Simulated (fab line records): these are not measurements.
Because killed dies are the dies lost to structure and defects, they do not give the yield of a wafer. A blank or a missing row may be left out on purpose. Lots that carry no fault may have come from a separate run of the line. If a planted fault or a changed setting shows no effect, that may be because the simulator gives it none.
fab line records | flow berkeleyCmos170
record lots=14 wafers=42 lastDay=12
route steps=331 shown START@1 NWELL@28 ACTIVE@77
lots untouched by any fault: they come from a run of this same line in which no faults occurred
startH: the number of hours between the record's first day and the start of the first shown wafer of the lot | waitH: how many hours have passed since the lot's step before this one | " as in the row above | L1.1+2: several wafers, shown together as one row | - no value, or no start given | * or withheld: withheld | < > ~ a bound
route shown NAME@n: NAME is a module with steps in the file, n the number in the route of the first one | usual: mean/standard deviation of fault-free wafers | same: alike in all rows | chamber/n: place in a boat | sites: readings site by site | _std_site: standard deviation across them | _edge_site: mean of outer sites minus mean of inner sites | radiusMm: for every site, how far away it sits from the centre of the wafer | mask NAME#n: copy n | behind: the last tool/chamber to shape the wafer | hold: reason for holding the lot/hours on hold/outcome of the hold | device: transistor that didn't switch, given as n, p or np | end of line: the tests these same wafers got at the end of their route | where a step has no rows: the recipe by itself | killed: dies that structure and defects cost at the first sort, which is not the same as the wafer's yield | map: a wafer's dies, x killed, . not, _ none there
set.NAME: the setting as run; set.NAME@STEP: as run at that earlier step | model.NAME: the simulator's own value behind a step, which no gauge read
a sample of lots followed through the steps of the route, with each step as a table and each wafer as a row
services: when a tool's chamber went out of use (startH, in hours from the record's first day, below 0 if earlier), for how many hours, and the reason
## steps
# step UCB170_START_BOW_MEAS_00
# recipe mode=bow
# usual INCOMING_BOW=0/6.5
# columns lot.wafer tool chamber startH waitH INCOMING_BOW[um]
L189.1 filmMetro-02 - 10.00 - 9
L189.3 " - " " -4
L189.6 " - " " 4
L190.2 filmMetro-03 - 15.02 - 15
L190.4 " - " " -1
L190.6 " - " " -3
L191.1 filmMetro-02 - 20.00 - 1
L191.4 " - " " 7
L191.6 " - " " 8
L192.2 filmMetro-03 - 25.02 - 0
L192.4 " - " " 6
L192.5 " - " " 2
L193.1 filmMetro-03 - 30.00 - -4
L193.5 " - " " -5
L193.6 " - " " -2
L195.1 filmMetro-02 - 40.00 - -5
L195.4 " - " " -6
L195.6 " - " " 4
L199.1 filmMetro-03 - 60.28 - 2
L199.4 " - " " 12
L199.6 " - " " 15
L202.1 filmMetro-02 - 75.00 - -3
L202.2 " - " " -7
L202.5 " - " " 5
L203.1 filmMetro-03 - 80.00 - -4
L203.5 " - " " -1
L203.6 " - " " -3
L205.1 filmMetro-03 - 90.00 - 2
L205.2 " - " " 2
L205.6 " - " " -7
L206.3 filmMetro-03 - 95.04 - -8
L206.4 " - " " 2
L206.6 " - " " -4
L207.3 filmMetro-01 - 100.04 - 20
L207.4 " - " " 3
L207.5 " - " " 5
L210.2 filmMetro-01 - 115.02 - 7
L210.4 " - " " 11
L210.6 " - " " 3
L211.1 filmMetro-01 - 120.00 - 3
L211.4 " - " " 7
L211.5 " - " " -15
# step UCB170_NWELL_IMPLANT_14
# recipe species=P doseCm2=1e+13 energyKev=150 tiltDeg=7
# columns lot.wafer tool chamber startH waitH
L189.1+3+6 implanter-01 0 31.94 0.1
L191.1+4+6 implanter-03 0 40.87 0.1
L190.2+4+6 implanter-02 0 40.95 0.1
L192.2+4+5 implanter-03 0 47.93 0.1
L193.1+5+6 implanter-03 0 54.47 0.1
L195.1+4+6 implanter-02 0 69.35 0.1
L199.1+4+6 implanter-01 0 84.15 0.1
L202.1+2+5 implanter-03 0 102.89 0.1
L203.1+5+6 implanter-01 0 112.09 0.1
L205.1+2+6 implanter-03 0 118.36 0.1
L206.3+4+6 implanter-01 0 127.74 0.1
L207.3+4+5 implanter-03 0 128.01 0.1
L211.1+4+5 implanter-03 0 147.89 0.1
L210.2+4+6 implanter-01 0 148.16 0.1
# step UCB170_NWELL_STRIP_15
# recipe chemistry=O2 powerW=400 pressureMtorr=3500 platenTempC=withheld o2FlowSccm=400 overashFraction=0.5
# usual drypumpMotorCurrentA=5.90/0.22 oesProductAu=0.721/0.0044 stripTimeToEndpointS=17.97/0.078
# columns lot.wafer tool chamber startH waitH drypumpMotorCurrentA oesProductAu rfHoursCounterH stripTimeToEndpointS
L189.1 plasmaAsher-04 1 32.09 0.1 5.72 0.724 31 18.08
L189.3 " 0 " " 5.82 0.729 - 18.00
L189.6 " 0 " " 5.80 0.718 - 17.97
L191.1 plasmaAsher-04 1 41.02 0.1 5.75 0.714 32 17.94
L191.4 " 1 " " 5.74 0.720 - 18.00
L191.6 " 1 " " 5.73 0.717 - 17.96
L190.2 plasmaAsher-01 0 41.08 0.1 6.23 0.728 30 18.09
L190.4 " 0 " " 6.24 0.721 - 18.05
L190.6 " 0 " " 6.23 0.720 - 18.15
L192.2 plasmaAsher-02 0 48.06 0.1 6.08 0.715 28 18.01
L192.4 " 0 " " 6.03 0.720 - 17.93
L192.5 " 0 " " 6.07 0.719 - 17.95
L193.1 plasmaAsher-04 0 54.62 0.1 5.80 0.717 34 18.16
L193.5 " 0 " " 5.83 0.719 - 17.96
L193.6 " 1 " " 5.75 0.718 - 18.14
L195.1 plasmaAsher-02 1 69.50 0.1 6.29 0.727 30 18.03
L195.4 " 1 " " 6.27 0.723 - 17.97
L195.6 " 0 " " 6.06 0.715 - 18.00
L199.1 plasmaAsher-04 1 84.30 0.1 5.74 0.725 38 17.96
L199.4 " 0 " " 5.82 0.720 - 18.01
L199.6 " 0 " " 5.83 0.725 - 17.88
L202.1 plasmaAsher-04 1 103.04 0.1 5.74 0.718 40 17.96
L202.2 " 0 " " 5.79 0.713 40 17.98
L202.5 " 1 " " 5.72 0.720 - 17.93
L203.1 plasmaAsher-02 1 112.24 0.1 6.28 0.723 36 18.00
L203.5 " 1 " " 6.28 0.723 - 18.05
L203.6 " 0 " " 6.08 0.720 - 18.00
L205.1 plasmaAsher-02 1 118.51 0.1 6.27 0.724 37 17.99
L205.2 " 0 " " 6.07 0.721 37 17.96
L205.6 " 0 " " 6.07 0.723 - 17.96
L206.3 plasmaAsher-04 1 127.87 0.1 5.74 0.716 - 18.08
L206.4 " 0 " " 5.78 0.714 - 18.05
L206.6 " 1 " " 5.72 0.720 - 17.98
L207.3 plasmaAsher-01 1 128.14 0.1 5.67 0.730 - 17.89
L207.4 " 0 " " 6.24 0.718 - 17.94
L207.5 " 0 " " 6.25 0.721 - 17.87
L211.1 plasmaAsher-01 0 148.04 0.1 6.23 0.724 3 17.90
L211.4 " 1 " " 5.65 0.708 - 18.03
L211.5 " 1 " " 5.65 0.726 - 17.99
L210.2 plasmaAsher-04 1 148.28 0.1 5.72 0.714 46 18.07
L210.4 " 1 " " 5.71 0.718 - 17.99
L210.6 " 0 " " 5.80 0.730 - 17.96
# step UCB170_NWELL_TW_MEAS_16
# usual NWELL_TW=1235/13
# columns lot.wafer tool chamber startH waitH NWELL_TW
L189.1 filmMetro-01 - 32.19 0.1 1215
L189.3 " - " " 1220
L189.6 " - " " 1229
L191.1 filmMetro-01 - 41.12 0.1 1222
L191.4 " - " " 1229
L191.6 " - " " 1227
L190.2 filmMetro-04 - 41.19 0.1 1252
L190.4 " - " " 1241
L190.6 " - " " 1242
L192.2 filmMetro-04 - 48.17 0.1 1252
L192.4 " - " " 1250
L192.5 " - " " 1252
L193.1 filmMetro-01 - 54.72 0.1 1224
L193.5 " - " " 1222
L193.6 " - " " 1216
L195.1 filmMetro-04 - 69.60 0.1 1243
L195.4 " - " " 1247
L195.6 " - " " 1246
L199.1 filmMetro-02 - 84.40 0.1 1247
L199.4 " - " " 1246
L199.6 " - " " 1247
L202.1 filmMetro-04 - 103.14 0.1 1248
L202.2 " - " " 1242
L202.5 " - " " 1248
L203.1 filmMetro-01 - 112.34 0.1 1225
L203.5 " - " " 1224
L203.6 " - " " 1224
L205.1 filmMetro-04 - 118.61 0.1 1251
L205.2 " - " " 1254
L205.6 " - " " 1252
L206.3 filmMetro-04 - 127.96 0.1 1181
L206.4 " - " " 1174
L206.6 " - " " 1174
L207.3 filmMetro-01 - 128.23 0.1 1223
L207.4 " - " " 1223
L207.5 " - " " 1222
L211.1 filmMetro-01 - 148.14 0.1 1222
L211.4 " - " " 1224
L211.5 " - " " 1218
L210.2 filmMetro-02 - 148.39 0.1 1197
L210.4 " - " " 1186
L210.6 " - " " 1188
# step UCB170_ACTIVE_CD_MEAS_90
# recipe targetCdNm=1200
# usual cdNm=1199.9/1.8
# columns lot.wafer tool chamber startH waitH cdNm
L189.1 cdSem-02 - 86.55 0.1 1202.9
L189.3 " - " " 1201.6
L189.6 " - " " 1202.4
L190.2 cdSem-01 - 96.76 0.1 1199.4
L190.4 " - " " 1200.3
L190.6 " - " " 1199.2
L191.1 cdSem-01 - 96.86 0.1 1198.7
L191.4 " - " " 1199.8
L191.6 " - " " 1200.0
L192.2 cdSem-02 - 105.37 0.1 1197.3
L192.4 " - " " 1197.1
L192.5 " - " " 1197.4
L193.1 cdSem-02 - 113.16 0.1 1199.7
L193.5 " - " " 1198.3
L193.6 " - " " 1199.6
L195.1 cdSem-01 - 125.68 0.1 1197.8
L195.4 " - " " 1198.5
L195.6 " - " " 1196.8
L199.1 cdSem-01 - 144.58 0.2 1202.0
L199.4 " - " " 1202.4
L199.6 " - " " 1203.3
L202.1 cdSem-02 - 161.34 0.1 1202.0
L202.2 " - " " 1201.0
L202.5 " - " " 1202.2
L203.1 cdSem-01 - 171.08 0.1 1199.4
L203.5 " - " " 1201.3
L203.6 " - " " 1198.2
L205.1 cdSem-02 - 171.32 0.1 1196.6
L205.2 " - " " 1196.9
L205.6 " - " " 1197.9
L207.3 cdSem-01 - 187.36 0.3 1200.5
L207.4 " - " " 1200.9
L207.5 " - " " 1203.2
L206.3 cdSem-01 - 187.90 0.1 1200.3
L206.4 " - " " 1200.1
L206.6 " - " " 1200.8
L211.1 cdSem-01 - 200.79 0.1 1200.9
L211.4 " - " " 1200.9
L211.5 " - " " 1200.7
L210.2 cdSem-02 - 201.21 0.1 1197.9
L210.4 " - " " 1198.3
L210.6 " - " " 1198.1
## services
# columns tool chamber startH hours kind
plasmaAsher-04 - 16.44 2.8 pm
plasmaAsher-04 - 21.31 2.0 repair
implanter-01 - 33.18 2.1 repair
implanter-01 - 51.76 7.0 pm
plasmaAsher-02 - 54.01 2.0 repair
plasmaAsher-01 - 54.69 5.8 repair
implanter-02 - 80.97 95.6 pm
plasmaAsher-01 - 108.83 9.0 pm
plasmaAsher-01 0 108.83 9.0 ventCycle
plasmaAsher-01 1 108.83 9.0 ventCycle
plasmaAsher-01 0 117.83 - clean
plasmaAsher-01 1 117.83 - clean
plasmaAsher-04 - 136.13 3.3 repair
plasmaAsher-01 - 137.47 6.2 repair
## key
firstSign step=UCB170_NWELL_TW_MEAS_16 reading=NWELL_TW direction=down sigmas=4 usual=1235 struck=1183
effect none on later readings
metAt UCB170_NWELL_IMPLANT_14
struckLots L206,L210
sortLeftOut L210.2,L210.4,L210.6
testerLeftOut L206,L210
notActingAt UCB170_START_BOW_MEAS_00,UCB170_NWELL_STRIP_15,UCB170_ACTIVE_CD_MEAS_90
onsetBetween 112.09 127.74
fault kind=processParameterDrift tool=implanter-01 chamber=- onsetH=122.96 steps=UCB170_NWELL_IMPLANT_14 channel=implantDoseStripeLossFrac offset=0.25 shape=step endH=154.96
# testerLeftOut: of these lots the tester's yield and bins aren't shown, on N5 and GAA mostly nor the transistor test; their killed dies are dies lost to structure and defects alone, not to doping, threshold or leakage, so they don't give the yield
# sortLeftOut: the simulated sort isn't trusted on such a fault, so these wafers' sort isn't shown, and their yield isn't known
